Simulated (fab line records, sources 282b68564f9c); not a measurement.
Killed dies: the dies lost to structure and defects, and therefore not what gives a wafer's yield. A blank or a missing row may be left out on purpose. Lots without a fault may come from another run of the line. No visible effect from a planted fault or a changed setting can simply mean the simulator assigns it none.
Code-filled problem report in 8D (eight disciplines) form    flow ritCmos    the parts of the form that need people (team, actions taken, sign-off) are left out

== 1. THE ISSUE ==
heaterPowerTotalW at RIT_NWELL_HARDBAKE_07 reads a mean of 52.59 W on 6 wafers of 2 lots; wafers without a fault read 52.03 W with a standard deviation of 0.064. Measured from the usual mean, that is +8.7 standard deviations.
The step: time 120 s.
Seen first at day 3 22:31 on lithoTrack-02, wafer L158.2. The record has a number at this step for 42 wafers belonging to 14 lots. Rule for "out" (also "out of limits"): further than 4 standard deviations from the usual mean. Any other wafer with a number is counted as sound.

== 2. WHAT IT IS; WHAT IT IS NOT ==
question                     is                             is not
which readings at this step  heaterPowerTotalW, plateTempC  exhaustPa
which lots                   L158, L159                     L149, L151, L152, L163, L164, L165, L166, L167, L168, L169, L171, L172
which wafers of those lots   all that have a number         -
read on which tools          lithoTrack-02                  lithoTrack-01, lithoTrack-03
when                         from day 3 22:31               up to then (9 sound wafers); but 27 sound wafers of L163, L164, L165, L166, L167, L168, L169, L171, L172 came after

== 3. THE SUSPECTS, EACH WITH WHAT RULES IT OUT ==
Counting: a tool stays on the suspect list if, at a process step up to the reading, it processed all lots that are out and no sound lot following the first of them.
- lithoTrack-02 at RIT_NWELL_HARDBAKE_07 (time 120 s): kept. It ran every lot that is out, first L158 (day 3 22:31), and no sound lot after that; its last sound lot up to then is L152 (day 2 11:32). Its own readings are out on those wafers: heaterPowerTotalW, plateTempC.
Left after counting: lithoTrack-02 at RIT_NWELL_HARDBAKE_07.

== 4. THE CAUSE (what the simulator had put in) ==
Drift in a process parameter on lithoTrack-02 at RIT_NWELL_HARDBAKE_07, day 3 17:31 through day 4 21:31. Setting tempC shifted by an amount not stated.
Counting left only this tool.

== 5. SEQUENCE OF EFFECTS, ordered by route ==
Each row: a reading where the mean over the struck wafers with a number is more than 3 standard deviations away from the usual. Only readings for which the record gives a usual standard deviation are gone through. hours: the time from each lot's start at the first step in this table that gives one to its start at this step, as a median over the lots. sigmas: the change in usual standard deviations.
hours  step                   reading            usual     on struck wafers  change  sigmas
0      RIT_NWELL_HARDBAKE_07  heaterPowerTotalW  52.03 W   52.59             +0.55   +8.7
0      RIT_NWELL_HARDBAKE_07  plateTempC         140.03 C  141.32            +1.29   +7.6
The process steps in it:
- RIT_NWELL_HARDBAKE_07: time 120 s.

== 6. HOW IT WOULD HAVE BEEN CAUGHT EARLIER ==
5 hours passed between the start of the fault at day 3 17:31 and the first reading out of limits in this record, taken at day 3 22:31.
